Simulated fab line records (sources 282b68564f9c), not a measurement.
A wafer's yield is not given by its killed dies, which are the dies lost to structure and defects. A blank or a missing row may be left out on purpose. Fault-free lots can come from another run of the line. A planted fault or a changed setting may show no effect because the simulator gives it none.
One fault through the eyes of 2 desks / flow rit cmos / what lay behind the numbers comes last; until then each desk has only its own

FOR THE TOOL OWNER'S DESK: litho track-02
The tool's own readings at RIT_PLDD_COAT_01 (resist thk 1000 nm): means of the sampled wafers that have a number, for each lot that ran on this tool. Marked OUT: a lot whose mean sits more than 4 standard deviations from the usual mean, which makes it out of limits; the brackets give that distance.
Columns: A = spin speed rpm at RIT_PLDD_COAT_01, usual 3250.6 rpm
lot=L756; first seen here=day 2 20:34; A=3252.2
lot=L762; first seen here=day 4 02:16; A=3450.6 (+95) OUT
lot=L763; first seen here=day 4 07:31; A=3446.3 (+93) OUT
lot=L767; first seen here=day 5 02:44; A=3448.5 (+94) OUT
This desk's finding: out of limits on L762, L763, L767; first on L762, day 4 02:16 (spin speed rpm at RIT_PLDD_COAT_01). In limits: L756.

FROM THE METROLOGY DESK
What the gauges read for every lot (on any tool): the sampled wafers with a number, averaged. Marked OUT: a lot whose mean sits more than 4 standard deviations from the usual mean, which makes it out of limits; the brackets give that distance.
Columns: A = NRETRO_OVL at RIT_NRETRO_OVL_MEAS_06, usual 0.0 nm; B = PRETRO_OVL at RIT_PRETRO_OVL_MEAS_06, usual -0.4 nm
lot=L756; first seen here=day 2 08:14; A=-1.1; B=-2.3
lot=L759; first seen here=day 2 20:35; A=3.6; B=1.3
lot=L760; first seen here=day 3 01:43; A=-0.3; B=-1.3
lot=L761; first seen here=day 3 07:34; A=-2.0; B=0.9
lot=L762; first seen here=day 3 12:22; A=-1.3; B=-1.2
lot=L763; first seen here=day 3 17:59; A=0.1; B=-1.9
lot=L767; first seen here=day 4 12:23; A=-1.2; B=1.5
lot=L768; first seen here=day 4 18:31; A=-0.9; B=1.2
lot=L771; first seen here=day 5 08:02; A=1.5; B=-1.0
lot=L773; first seen here=day 5 19:43; A=-0.9; B=-3.4
lot=L774; first seen here=day 6 02:15; A=1.7; B=-0.4
lot=L775; first seen here=day 6 06:17; A=1.0; B=2.2
lot=L776; first seen here=day 6 09:08; A=0.0; B=-1.4
lot=L778; first seen here=day 6 19:17; A=-0.5; B=-2.0
lot=L779; first seen here=day 7 03:02; A=1.3; B=-2.3
Result from this desk: across the 15 lots, nothing is out of limits.

BROUGHT TOGETHER
An alarm could have come from the tool owner's desk at day 4 02:16, on L762, L763, L767.
From the metrology desk's view, nothing was out of limits.
The metrology desk has L762, L763, L767 on record, within its limits.
Of the lots named, all ran RIT_PLDD_COAT_01 on litho track-02.

WHAT THE SIMULATOR PUT IN
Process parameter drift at RIT_PLDD_COAT_01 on litho track-02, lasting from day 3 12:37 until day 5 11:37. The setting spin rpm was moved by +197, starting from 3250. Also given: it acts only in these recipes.
Struck lots among those shown: L762, L763, L767.
How many hours passed from the start of the fault until each desk's first out-of-limits reading: the tool owner's desk, 14.
